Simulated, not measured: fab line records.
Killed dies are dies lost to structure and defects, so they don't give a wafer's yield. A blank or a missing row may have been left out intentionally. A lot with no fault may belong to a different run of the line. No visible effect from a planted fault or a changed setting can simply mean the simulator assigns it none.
Struck lot and sound lot, side by side :: flow rit cmos :: 17 steps out of a route of 202
Sound: these wafers, L488.1, L488.3, L488.5. The struck wafers were L499.3, L499.5, L499.6. The cause is given at the end.
Order at every step that has rows: each side's tool, ch and its chambers, its first start. Under that, the readings that differ: sound wafers :: struck wafers :: difference of the means :: sigmas: that difference in standard deviations of wafers without a fault.
alike: readings with means less than 2 such deviations apart, plus words and numbers identical on both sides. not compared: withheld readings, readings lacking a value on some wafer, bounds such as >300 that could conceal the same value, and numbers that have no deviation in the record and whose values overlap.
A row with sigmas, a row that says differs or no value, or rows on one side alone: a step with any of these is where the two part. Numbers that have no deviation but don't overlap get no sigmas and don't part them. Lack of a reading on every wafer of one side parts them only where that side has two or more wafers.

RIT_PWELL_TW_MEAS_10:
  sound: film metro-01 at day 3 21:29; struck: film metro-04 at day 6 04:03
  alike: PWELL_TW
then, 1 step without rows for these wafers: RIT_WELLDRIVE_ANNEAL_00 (time 14700 s).
RIT_WELLDRIVE_RS_MEAS_01: a four-point-probe measurement.
  sound: film metro-02 at day 4 02:38; struck: film metro-02 at day 6 09:14
  alike: NWELL_RS
RIT_WELLDRIVE_RS_MEAS_02: a four-point-probe measurement.
  sound: film metro-02 at day 4 02:45; struck: film metro-02 at day 6 09:21
  alike: PWELL_RS
then, 6 steps without rows for these wafers: RIT_NRETRO_HMDS_00 (prime time 60 s); RIT_NRETRO_COAT_01 (resist thk 1300 nm); RIT_NRETRO_SOFTBAKE_02 (time 60 s); RIT_NRETRO_EXPOSE_03 (exposes mask M4, target cd 43900 nm); RIT_NRETRO_PEB_04; RIT_NRETRO_DEVELOP_05 (develop time 68 s).
RIT_NRETRO_OVL_MEAS_06:
  sound: overlay-02 at day 4 03:52; struck: overlay-01 at day 6 10:27
  alike: NRETRO_OVL
then, 1 step without rows for these wafers: RIT_NRETRO_HARDBAKE_07 (time 120 s).
RIT_NRETRO_IMPLANT_08:
  sound on implanter-01 ch 0, day 4 04:10; struck on implanter-02 ch 0, day 6 10:46
reading: beam energy keV
sound: 69.993 70.009 70.009
struck: 45.524 45.523 45.498
difference: -24.489
sigmas: -99 or more

reading: model.implant.rp nm (nm)
sound: 85.05 85.05 85.05
struck: 54.79 54.79 54.79
difference: -30.26
sigmas: 

reading: model.implant.drp nm (nm)
sound: 33.94 33.94 33.94
struck: 23.6 23.6 23.6
difference: -10.3
sigmas: 
RIT_NRETRO_STRIP_09: strips in O2, time 180 s.
  sound on plasma asher-02 ch 0,1, day 4 04:19; struck on plasma asher-02 ch 0,1, day 6 10:56
  alike: drypump motor current A
  not compared: rf hours counter h
RIT_NRETRO_TW_MEAS_10:
  sound: film metro-03 at day 4 04:29; struck: film metro-03 at day 6 11:04
reading: NRETRO_TW
sound: 1044 1037 1042
struck: 933 934 935
difference: -107
sigmas: -17
then, 1 step without rows for these wafers: RIT_PRETRO_HMDS_00 (prime time 60 s).
RIT_M1_PROBE_99:
  sound: prober-02 at day 5 08:10; struck: prober-01 at day 7 18:01
reading: model.etest.well edge left.line ohm um
sound: 182.8 181.9 182.5
struck: 188.5 187.4 189.4
difference: +6.0
sigmas: 

reading: model.etest.well edge right.line ohm um
sound: 180.9 184.7 184.5
struck: 189.7 190.1 188.8
difference: +6.2
sigmas: 

reading: model.etest.pmos narrow.drive ua um
sound: 106.2 108.3 105.3
struck: 110 110.8 110
difference: +4
sigmas: 

reading: model.etest.diode pplus nwell.bv v (V)
sound: 6.604 6.524 6.645
struck: 6.786 6.831 6.847
difference: +0.230
sigmas: 

reading: model.etest.diode pplus nwell.cj ff um2
sound: 1.713 1.723 1.702
struck: 1.633 1.635 1.638
difference: -0.077
sigmas: 

reading: model.etest.diode pplus comb.cj ff um2
sound: 2.005 2.006 2.001
struck: 1.948 1.941 1.953
difference: -0.057
sigmas: 

reading: model.etest.pmos narrow.vt less v (V)
sound: 0.01894 0.02134 0.01951
struck: 0.03817 0.03378 0.03596
difference: +0.01604
sigmas: 

reading: model.etest.pmos narrow.vt v (V)
sound: -0.481 -0.4764 -0.479
struck: -0.4664 -0.471 -0.4678
difference: +0.0104
sigmas: 
  alike: killed at contacts, killed at front end, killed dies, killed open, killed short

## WHERE THEY PART
At RIT_NRETRO_IMPLANT_08 first; at RIT_NRETRO_TW_MEAS_10 last (within this record only). Later steps at which nothing parts them and some readings are alike: RIT_M1_PROBE_99.

WHY: what the simulator had put in
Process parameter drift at RIT_NRETRO_IMPLANT_08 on implanter-02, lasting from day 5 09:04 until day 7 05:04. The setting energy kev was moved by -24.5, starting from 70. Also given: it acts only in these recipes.
